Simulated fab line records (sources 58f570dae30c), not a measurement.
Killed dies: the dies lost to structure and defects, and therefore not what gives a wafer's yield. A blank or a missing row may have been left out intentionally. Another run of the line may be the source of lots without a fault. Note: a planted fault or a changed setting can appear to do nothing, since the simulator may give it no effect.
What tool caused it? ; flow berkeleyCmos170 ; 45 wafers from 15 lots sampled at 6 of the route's 331 steps

## WHAT THE GAUGES READ, wafer by wafer
UCB170_PLDD_CD_MEAS_06: the cd target is 1200 nm. Usual: cdNm 1199.9 nm, standard deviation 1.5.
lot;measured;on;cdNm (nm);flag
L361;day 6 20:09;cdSem-01;1199.8 1199.5 1200.4;
L362;day 7 07:56;cdSem-02;1200.3 1199.4 1199.6;
L364;day 7 21:25;cdSem-01;1201.9 1201.3 1202.6;
L366;day 8 13:10;cdSem-01;1198.3 1198.4 1200.2;
L367;day 8 13:22;cdSem-02;1197.8 1199.4 1198.7;
L371;day 8 23:14;cdSem-01;1201.9 1202.1 1200.6;
L369;day 8 23:34;cdSem-01;1199.5 1199.9 1199.8;
L372;day 9 12:41;cdSem-01;1201.5 1202.0 1201.1;
L373;day 9 13:13;cdSem-01;1199.1 1198.4 1199.4;
L375;day 9 13:23;cdSem-01;1201.9 1202.1 1200.4;
L377;day 10 08:49;cdSem-02;1202.3 1201.9 1201.5;
L378;day 10 08:59;cdSem-02;1199.6 1198.8 1198.7;
L379;day 10 19:46;cdSem-02;1199.8 1200.6 1201.0;
L382;day 11 00:47;cdSem-01;1201.1 1199.9 1200.6;
L381;day 11 01:04;cdSem-01;1202.6 1200.8 1200.7;

UCB170_V1_CD_MEAS_90: the cd target is 700 nm. Usual: cdNm 700.1 nm, standard deviation 1.6.
lot;measured;on;cdNm (nm);flag
L361;day 7 23:29;cdSem-02;701.3 703.4 701.7;
L362;day 8 11:41;cdSem-02;701.1 700.3 699.2;
L364;day 9 07:41;cdSem-01;- - -;OFF
L366;day 9 22:08;cdSem-01;- - -;OFF
L367;day 9 22:19;cdSem-02;- - -;OFF
L371;day 10 11:52;cdSem-01;697.4 696.8 698.6;
L369;day 10 12:07;cdSem-02;698.1 699.8 699.4;
L372;day 11 00:26;cdSem-01;700.6 699.9 701.0;
L373;day 11 00:58;cdSem-01;701.5 700.5 700.0;
L375;day 11 00:41;cdSem-01;698.5 699.5 700.4;
L377;day 12 01:34;cdSem-02;701.1 699.3 703.1;
L378;day 12 01:27;cdSem-01;698.4 697.5 697.4;
L379;day 12 01:49;cdSem-01;700.6 700.6 701.5;
L382;day 12 05:56;cdSem-01;701.8 699.6 700.0;
L381;day 12 11:55;cdSem-01;699.6 700.5 701.2;

UCB170_V2_THK_MEAS_04. Usual: for V2_POLISHED_THK the level is 1000.0 nm and the standard deviation is 1.3.
lot;measured;on;V2_POLISHED_THK (nm);flag
L361;day 8 03:22;filmMetro-03;1001.0 1000.0 1000.1;
L362;day 8 16:30;filmMetro-01;1001.9 1000.0 1001.4;
L371;day 10 20:01;filmMetro-02;1000.6 1001.6 1001.2;
L369;day 10 20:35;filmMetro-01;999.2 1001.0 1001.9;
L372;day 11 05:55;filmMetro-03;1000.8 1000.9 1000.8;
L373;day 11 06:25;filmMetro-02;1001.1 1000.3 999.5;
L375;day 11 06:23;filmMetro-03;997.4 1001.1 999.3;
L377;day 12 05:09;filmMetro-02;1001.6 1000.1 999.3;
L378;day 12 04:56;filmMetro-01;999.4 998.8 1000.1;
L379;day 12 05:17;filmMetro-03;997.2 997.4 998.5;
L382;day 12 10:21;filmMetro-03;999.7 999.1 998.5;
L381;day 12 18:56;filmMetro-02;1000.3 999.6 999.9;

## WHICH TOOL RAN EACH LOT (tool, then ch and the chambers of the sampled wafers, then the start)
lot;UCB170_SPACER_CVD_00;UCB170_V1_ETCH_14;UCB170_V1_STRIP_15
L361;pecvd-02 ch 0,1, day 6 23:03;rieDiel-03 ch 1,2, day 7 23:12;plasmaAsher-03 ch 0,1, day 7 23:23
L362;pecvd-01 ch 0,1,2, day 7 10:29;rieDiel-02 ch 0,1,2, day 8 11:21;plasmaAsher-02 ch 0,1, day 8 11:34
L364;pecvd-01 ch 0,1, day 8 00:26;rieDiel-03 ch 0,2,3, day 9 07:23;plasmaAsher-03 ch 0,1, day 9 07:34
L366;pecvd-02 ch 0,2, day 8 16:36;rieDiel-01 ch 0,1,3, day 9 21:49;plasmaAsher-03 ch 0,1, day 9 22:02
L367;pecvd-04 ch 0,1,2, day 8 16:38;rieDiel-02 ch 0,2,3, day 9 22:02;plasmaAsher-02 ch 0,1, day 9 22:13
L371;pecvd-02 ch 0,1,2, day 9 02:35;rieDiel-02 ch 0,2,3, day 10 11:33;plasmaAsher-03 ch 0,1, day 10 11:46
L369;pecvd-04 ch 1,2, day 9 03:12;rieDiel-01 ch 1,2, day 10 11:50;plasmaAsher-03 ch 0,1, day 10 12:01
L372;pecvd-02 ch 1,2, day 9 15:29;rieDiel-01 ch 0,1,2, day 11 00:07;plasmaAsher-03 ch 0,1, day 11 00:20
L373;pecvd-04 ch 1,2, day 9 16:13;rieDiel-02 ch 1,2, day 11 00:40;plasmaAsher-03 ch 0,1, day 11 00:51
L375;pecvd-01 ch 0,2, day 9 16:34;rieDiel-03 ch 1,2,3, day 11 00:23;plasmaAsher-01 ch 0,1, day 11 00:34
L377;pecvd-04 ch 0,1,2, day 10 12:47;rieDiel-02 ch 1,2,3, day 12 01:20;plasmaAsher-02 ch 0,1, day 12 01:27
L378;pecvd-01 ch 0,2, day 10 13:07;rieDiel-01 ch 0,3, day 12 01:10;plasmaAsher-01 ch 0,1, day 12 01:21
L379;pecvd-04 ch 0,1, day 11 02:01;rieDiel-03 ch 0,3, day 12 01:31;plasmaAsher-03 ch 0,1, day 12 01:41
L382;pecvd-02 ch 0,1,2, day 11 04:21;rieDiel-03 ch 1,2,3, day 12 05:36;plasmaAsher-01 ch 0,1, day 12 05:47
L381;pecvd-02 ch 0,2, day 11 05:05;rieDiel-01 ch 0,1,3, day 12 11:38;plasmaAsher-01 ch 0,1, day 12 11:49
- UCB170_SPACER_CVD_00: deposits SiO2 from TEOS/O2, target thk 376 nm, time 47 s.
- UCB170_V1_ETCH_14: etches SiO2 in CHF3/CF4/Ar, stops on Al, target depth 1250 nm, time 291 s.
- UCB170_V1_STRIP_15: strips in O2.

## WHAT THE TOOLS THEMSELVES READ (means of the sampled wafers that have a number; where no wafer has one, the mark that the record gives instead)
UCB170_SPACER_CVD_00. Usual: heaterPowerW 258 W, standard deviation 61; rfFwdPowerW 544 W, standard deviation 3.2.
lot;tool;heaterPowerW (W);rfFwdPowerW (W);flag
L361;pecvd-02;242;543;
L362;pecvd-01;252;546;
L364;pecvd-01;238;546;
L366;pecvd-02;228;544;
L367;pecvd-04;306;543;
L371;pecvd-02;255;545;
L369;pecvd-04;312;547;
L372;pecvd-02;193;545;
L373;pecvd-04;311;547;
L375;pecvd-01;225;545;
L377;pecvd-04;302;543;
L378;pecvd-01;227;547;
L379;pecvd-04;294;540;
L382;pecvd-02;219;545;
L381;pecvd-02;265;546;

UCB170_V1_ETCH_14. Usual: CHF3_flow_sccm 45.01 sccm, standard deviation 0.12; cf4FlowSccm 15.00 sccm, standard deviation 0.051; drypumpMotorCurrentA 5.6 A, standard deviation 0.44; mfcArSccm 150.0 sccm, standard deviation 0.49; oesProductAu 0.862 a.u., standard deviation 0.015; rfFwdPowerW 699.1 W, standard deviation 1.9; throttleValvePct 6.90 %, standard deviation 0.086.
lot;tool;CHF3_flow_sccm (sccm);cf4FlowSccm (sccm);drypumpMotorCurrentA (A);mfcArSccm (sccm);oesProductAu (a.u.);rfFwdPowerW (W);throttleValvePct (%);flag
L361;rieDiel-03;45.19;15.06;6.2;150.0;0.850;699.5;6.81;
L362;rieDiel-02;44.93;15.01;5.6;149.8;0.859;701.1;6.86;
L364;rieDiel-03;-;-;-;-;-;-;-;OFF
L366;rieDiel-01;-;-;-;-;-;-;-;OFF
L367;rieDiel-02;-;-;-;-;-;-;-;OFF
L371;rieDiel-02;45.04;14.98;5.8;150.8;0.863;699.0;6.89;
L369;rieDiel-01;44.94;15.01;5.2;150.4;0.874;697.8;7.00;
L372;rieDiel-01;45.04;15.02;5.4;149.9;0.875;700.3;6.96;
L373;rieDiel-02;45.00;15.01;5.6;149.9;0.847;698.5;6.82;
L375;rieDiel-03;44.95;14.98;5.8;149.6;0.853;699.7;6.89;
L377;rieDiel-02;44.95;14.95;5.5;149.7;0.854;701.0;6.89;
L378;rieDiel-01;44.90;14.94;5.4;150.0;0.870;699.9;6.86;
L379;rieDiel-03;45.03;14.96;5.6;150.0;0.864;699.5;6.99;
L382;rieDiel-03;44.94;15.01;5.8;149.9;0.853;696.3;6.90;
L381;rieDiel-01;44.98;14.95;5.2;150.0;0.866;700.0;6.92;

UCB170_V1_STRIP_15. Usual: drypumpMotorCurrentA 5.57 A, standard deviation 0.24; oesProductAu 0.722 a.u., standard deviation 0.0039; stripTimeToEndpointS 15.30 s, standard deviation 0.083.
lot;tool;drypumpMotorCurrentA (A);oesProductAu (a.u.);stripTimeToEndpointS (s);flag
L361;plasmaAsher-03;5.65;0.723;15.23;
L362;plasmaAsher-02;5.46;0.718;15.32;
L364;plasmaAsher-03;5.59;0.737;21.59;OFF
L366;plasmaAsher-03;5.59;0.735;21.64;OFF
L367;plasmaAsher-02;5.48;0.732;21.62;OFF
L371;plasmaAsher-03;5.60;0.723;15.24;
L369;plasmaAsher-03;5.59;0.723;15.23;
L372;plasmaAsher-03;5.66;0.724;15.25;
L373;plasmaAsher-03;5.60;0.721;15.39;
L375;plasmaAsher-01;5.48;0.722;15.38;
L377;plasmaAsher-02;5.47;0.724;15.28;
L378;plasmaAsher-01;5.46;0.721;15.37;
L379;plasmaAsher-03;5.67;0.721;15.34;
L382;plasmaAsher-01;5.48;0.718;15.24;
L381;plasmaAsher-01;5.70;0.721;15.39;

## THE ANSWER, worked out from the rows above alone
Rule: a lot counts as off when the mean over its wafers that have a number is more than 3 standard deviations away from the usual mean. Also off: a lot with no number at a reading for which 4 or more lots have one. The other lots that the step has rows for count as sound. The gauges are gone through in route order, then the tools' own readings, and for those a lot's mean is taken as printed above. At the first step where some lot is off, the reading lying furthest off is the one used; lots without a number count as furthest.
Off: L364, L366, L367 (UCB170_V1_CD_MEAS_90, cdNm). Without a number there: L364, L366, L367.
If a tool, at a process step before that reading, ran all the lots that are off and no sound lot after the first of them, it fits. The gauges at UCB170_V1_CD_MEAS_90 aren't tried: what is off there is off at UCB170_V1_ETCH_14 too, on other tools, and a gauge's error can't cause that. Not one of the candidates tried fits.

## WHAT WAS PUT IN BY THE SIMULATOR
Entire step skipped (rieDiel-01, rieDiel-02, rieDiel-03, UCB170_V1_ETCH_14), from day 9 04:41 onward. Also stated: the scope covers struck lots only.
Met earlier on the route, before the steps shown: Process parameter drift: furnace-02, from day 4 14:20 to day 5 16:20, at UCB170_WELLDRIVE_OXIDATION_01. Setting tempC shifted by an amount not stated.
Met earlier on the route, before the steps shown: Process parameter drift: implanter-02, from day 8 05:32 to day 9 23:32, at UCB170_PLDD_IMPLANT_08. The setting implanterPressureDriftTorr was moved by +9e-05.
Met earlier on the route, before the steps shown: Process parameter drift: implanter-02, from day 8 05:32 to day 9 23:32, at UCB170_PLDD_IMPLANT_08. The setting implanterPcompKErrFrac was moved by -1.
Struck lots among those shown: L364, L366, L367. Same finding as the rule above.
